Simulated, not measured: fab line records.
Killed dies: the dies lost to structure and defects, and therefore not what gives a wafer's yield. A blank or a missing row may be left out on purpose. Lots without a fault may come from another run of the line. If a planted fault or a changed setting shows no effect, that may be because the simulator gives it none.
Problem report in the 8D (eight disciplines) form, filled by code    flow berkeley cmos170    the parts of the form that need people (team, actions taken, sign-off) are left out

## 1. PROBLEM STATEMENT
Wafers without a fault read 700.2 nm, standard deviation 1.4; cd nm at UCB170_V1_CD_MEAS_12 reads a mean of 751.0 nm on 6 wafers belonging to 2 lots. That puts it +36 standard deviations away from the usual mean.
The step: target cd 700 nm.
The first sign was on wafer L519.3 at day 10 03:53, on cd sem-02. The record holds 42 wafers of 14 lots with a number at this step. The rule behind "out" and "out of limits": a value lying over 4 standard deviations away from the usual mean. Any other wafer with a number is counted as sound.

## 2. WHAT IT IS, AND WHAT IT ISN'T
question                     is                      is not
which readings at this step  cd nm                   -
which lots                   L517, L519              L504, L505, L506, L507, L508, L509, L510, L511, L512, L513, L514, L527
which wafers of those lots   all that have a number  -
read on which gauges         cd sem-02               cd sem-01
when                         from day 10 03:53       up to then (33 sound wafers); but 3 sound wafers of L527 came after

## 3. THE SUSPECTS, EACH WITH WHAT RULES IT OUT
Counting: a tool at any process step up to the reading remains a suspect when it ran all the lots that are out and ran no sound lot after the first of those.
- the gauge at UCB170_V1_CD_MEAS_12 has been ruled out. All the wafers that are out were read on cd sem-02, but those of them that UCB170_V1_PEB_10 has rows for are out there too, on other tools.
- litho track-01 at UCB170_V1_PEB_10: kept. It processed each lot that is out, first L519 at day 10 03:37, and no sound lot thereafter; up to then, the last sound lot it processed was L514 at day 8 21:40. Its own heater power total W, plate temp C readings are out on those wafers.
Left after counting: litho track-01 at UCB170_V1_PEB_10.

## 4. THE CAUSE (what the simulator had put in)
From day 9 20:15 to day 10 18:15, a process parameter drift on litho track-01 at UCB170_V1_PEB_10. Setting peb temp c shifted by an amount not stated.
After counting, this tool was the only one left.

## 5. THE EFFECT CHAIN, in route order
Each row: a reading whose mean over the struck wafers that have a number lies more than 3 standard deviations from the usual. Scope: only readings with a usual standard deviation given in the record; hours: median across lots of the time from each lot's start at the first step in this table that gives one to its start at this step; sigmas: change in usual standard deviations.
hours  step                  reading               usual     on struck wafers  change  sigmas
0      UCB170_V1_PEB_10      heater power total W  56.81 W   63.87             +7.06   +99 or more
0      UCB170_V1_PEB_10      plate temp C          130.02 C  142.22            +12.20  +99 or more
0      UCB170_V1_CD_MEAS_12  cd nm                 700.2 nm  751.0             +50.8   +36
It contains these process steps:
- UCB170_V1_PEB_10

## 6. HOW IT WOULD HAVE BEEN CAUGHT EARLIER
Counted from the fault's start at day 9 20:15, it took 8 hours until the first out-of-limits reading at a measuring or inspecting step in this record, taken at day 10 03:53.
At UCB170_V1_PEB_10, the tool's own readings (heater power total W, plate temp C) were out on each struck wafer the step has a row for, so an alarm limit on them would have fired on the first such wafer.
Lots out: 2; of these, L517 started UCB170_V1_PEB_10 on litho track-01 after day 10 03:53. Putting the tool on hold at that point would have spared it.
